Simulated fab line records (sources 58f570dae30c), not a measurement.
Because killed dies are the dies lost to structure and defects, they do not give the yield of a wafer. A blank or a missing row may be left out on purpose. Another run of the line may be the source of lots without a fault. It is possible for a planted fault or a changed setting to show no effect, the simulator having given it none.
Problem report in the 8D (eight disciplines) form, filled by code	flow berkeley-cmos170	the parts of the form that need people (team, actions taken, sign-off) are left out

1. THE ISSUE
Mean of cathode-dc-power-W at UCB170_M3_SPUTTER_01: 5771.1 W across 6 wafers in 2 lots; on wafers with no fault it is 6000.0 W (standard deviation 1.1). So: -99 or more standard deviations from the usual mean.
The step: material Al, target thk 900 nm, time 120 s.
First seen on wafer L908.2, day 10 15:51, on pvd-sputter-03. The record has a number at this step for 42 wafers belonging to 14 lots. The rule behind "out" and "out of limits": a value lying over 4 standard deviations away from the usual mean. The other wafers with a number count as sound.

2. WHAT IT IS; WHAT IT IS NOT
question	is	is not
which readings at this step	cathode-dc-power-W	-
which lots	L908, L912	L900, L902, L903, L904, L905, L906, L910, L916, L919, L920, L922, L923
which wafers of those lots	all that have a number	-
read on which tools	pvd-sputter-03	pvd-sputter-02, pvd-sputter-04
when	from day 10 15:51	up to then (18 sound wafers); but 18 sound wafers of L910, L916, L919, L920, L922, L923 came after

3. WHAT RULES OUT EACH SUSPECT
Counting: a tool stays on the suspect list if, at a process step up to the reading, it processed all lots that are out and no sound lot following the first of them.
- pvd-sputter-03 at UCB170_M3_SPUTTER_01 (material Al, target thk 900 nm, time 120 s): kept. It ran every lot that is out, first L908 (day 10 15:51), and no sound lot after that; its last sound lot up to then is L904 (day 9 10:42). Out on those wafers are its own readings of cathode-dc-power-W.
After counting, what remains is pvd-sputter-03 at UCB170_M3_SPUTTER_01.

4. THE CAUSE (what the simulator had put in)
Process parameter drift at UCB170_M3_SPUTTER_01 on pvd-sputter-03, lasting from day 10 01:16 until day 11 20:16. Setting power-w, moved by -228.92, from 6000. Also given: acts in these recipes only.
Only this tool survived the counting.

5. SEQUENCE OF EFFECTS, ordered by route
One row per reading whose mean, taken over the struck wafers that have a number, lies over 3 standard deviations from the usual. Readings are gone through only where the record gives a usual standard deviation; hours: the median, over the lots, of the time from a lot's start at the first step in this table giving one to that lot's start at this step; sigmas: the change measured in usual standard deviations.
hours	step	reading	usual	on struck wafers	change	sigmas
0	UCB170_M3_SPUTTER_01	cathode-dc-power-W	6000.0 W	5771.1	-228.9	-99 or more
The process steps in it:
- UCB170_M3_SPUTTER_01: material Al, target thk 900 nm, time 120 s.
At these later measuring or inspecting steps, every struck wafer for which the step has a row has a number for every such reading, and none has moved that far: UCB170_M3_RS_MEAS_02, UCB170_M3_THK_MEAS_03.

6. WHAT WOULD HAVE CAUGHT IT SOONER
First out-of-limits reading in this record: day 10 15:51, which is 15 hours after fault onset at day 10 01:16.
